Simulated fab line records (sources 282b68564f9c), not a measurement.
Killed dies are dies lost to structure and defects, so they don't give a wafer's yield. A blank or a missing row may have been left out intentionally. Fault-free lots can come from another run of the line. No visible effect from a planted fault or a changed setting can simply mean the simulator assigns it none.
Tool commonality check | flow rit cmos | 48 wafers sampled across 14 lots

== REASON IT WAS OPENED ==
RIT_ACTIVE_THK_MEAS_04, reading ACTIVE_NITRIDE_THK: flagged on 2 of 14 lots. Fault-free wafers read 149.9 nm, with a standard deviation of 1.5.
Rule: a lot is flagged when every wafer of it that has a number lies more than 4 standard deviations from that mean, or none has a number. All remaining lots are regarded as sound.

lot  | measured    | on            | ACTIVE_NITRIDE_THK (nm), wafer by wafer | flag
L969 | day 1 18:32 | film metro-03 | 151.4 151.2 151.4                       |
L970 | day 1 23:38 | film metro-01 | 152.5 152.7 151.9                       |
L972 | day 2 10:16 | film metro-01 | 150.1 152.0 150.7                       |
L973 | day 2 15:26 | film metro-04 | 150.9 150.5 149.6                       |
L974 | day 2 20:55 | film metro-03 | 149.2 149.6 148.2                       |
L975 | day 3 02:23 | film metro-01 | 147.9 147.8 149.0                       |
L976 | day 3 05:56 | film metro-03 | 148.7 149.9 149.1                       |
L977 | day 3 12:25 | film metro-03 | 148.5 149.1 147.4                       |
L979 | day 4 00:23 | film metro-03 | 150.4 150.8 149.2                       |
L980 | day 4 02:36 | film metro-04 | 151.2 152.0 151.2                       |
L981 | day 4 08:18 | film metro-04 | 149.4 149.9 149.9                       |
L982 | day 4 12:14 | film metro-03 | 147.9 147.9 146.9                       |
L983 | day 4 20:16 | film metro-04 | 297.4 296.9 297.2 297.4 296.6 297.5     | FLAGGED
L990 | day 6 07:13 | film metro-01 | 303.7 303.3 304.5 303.6 303.1 304.3     | FLAGGED
The numbers of the flagged lots are 300.5 nm on average: +150.6 nm against the usual, or +99 or more standard deviations.

== TOOL THAT RAN EACH LOT ==
The record keeps 1 process step preceding the reading, out of 202 steps on the route. In each cell: the tool, then ch and the chambers that the sampled wafers went through, then the start.
lot  | flag    | RIT_ACTIVE_CVD_03
L969 |         | lpcvd-01 ch 1, day 1 17:07
L970 |         | lpcvd-01 ch 0, day 1 22:13
L972 |         | lpcvd-01 ch 1, day 2 08:51
L973 |         | lpcvd-01 ch 0, day 2 14:01
L974 |         | lpcvd-01 ch 0, day 2 19:29
L975 |         | lpcvd-02 ch 1, day 3 00:16
L976 |         | lpcvd-01 ch 1, day 3 04:30
L977 |         | lpcvd-01 ch 1, day 3 11:00
L979 |         | lpcvd-01 ch 0, day 3 22:57
L980 |         | lpcvd-01 ch 1, day 4 01:10
L981 |         | lpcvd-01 ch 1, day 4 06:53
L982 |         | lpcvd-02 ch 1, day 4 10:07
L983 | FLAGGED | lpcvd-02 ch 0, day 4 15:47
L990 | FLAGGED | lpcvd-01 ch 0, day 6 04:13
What the steps here do:
- RIT_ACTIVE_CVD_03: deposits Si3N4 from SiH2Cl2/NH3, target thk 150 nm, time 1500 s.
- RIT_ACTIVE_THK_MEAS_04

== FLAGGED OVER TOTAL, TOOL BY TOOL (the gauges that took the reading come last) ==
step                   | tool          | lots run | flagged | share of the flagged lots | sound lots run after its first flagged lot
RIT_ACTIVE_CVD_03      | lpcvd-01      | 11       | 1       | some                      | 0
RIT_ACTIVE_CVD_03      | lpcvd-02      | 3        | 1       | some                      | 0
RIT_ACTIVE_THK_MEAS_04 | film metro-01 | 4        | 1       | some                      | 0
RIT_ACTIVE_THK_MEAS_04 | film metro-03 | 6        | 0       | none                      | -
RIT_ACTIVE_THK_MEAS_04 | film metro-04 | 4        | 1       | some                      | 0

== THE TABLE: WHAT IT ALLOWS ==
No row of the table ran every flagged lot.

== WHAT THE SIMULATOR HAD INSERTED ==
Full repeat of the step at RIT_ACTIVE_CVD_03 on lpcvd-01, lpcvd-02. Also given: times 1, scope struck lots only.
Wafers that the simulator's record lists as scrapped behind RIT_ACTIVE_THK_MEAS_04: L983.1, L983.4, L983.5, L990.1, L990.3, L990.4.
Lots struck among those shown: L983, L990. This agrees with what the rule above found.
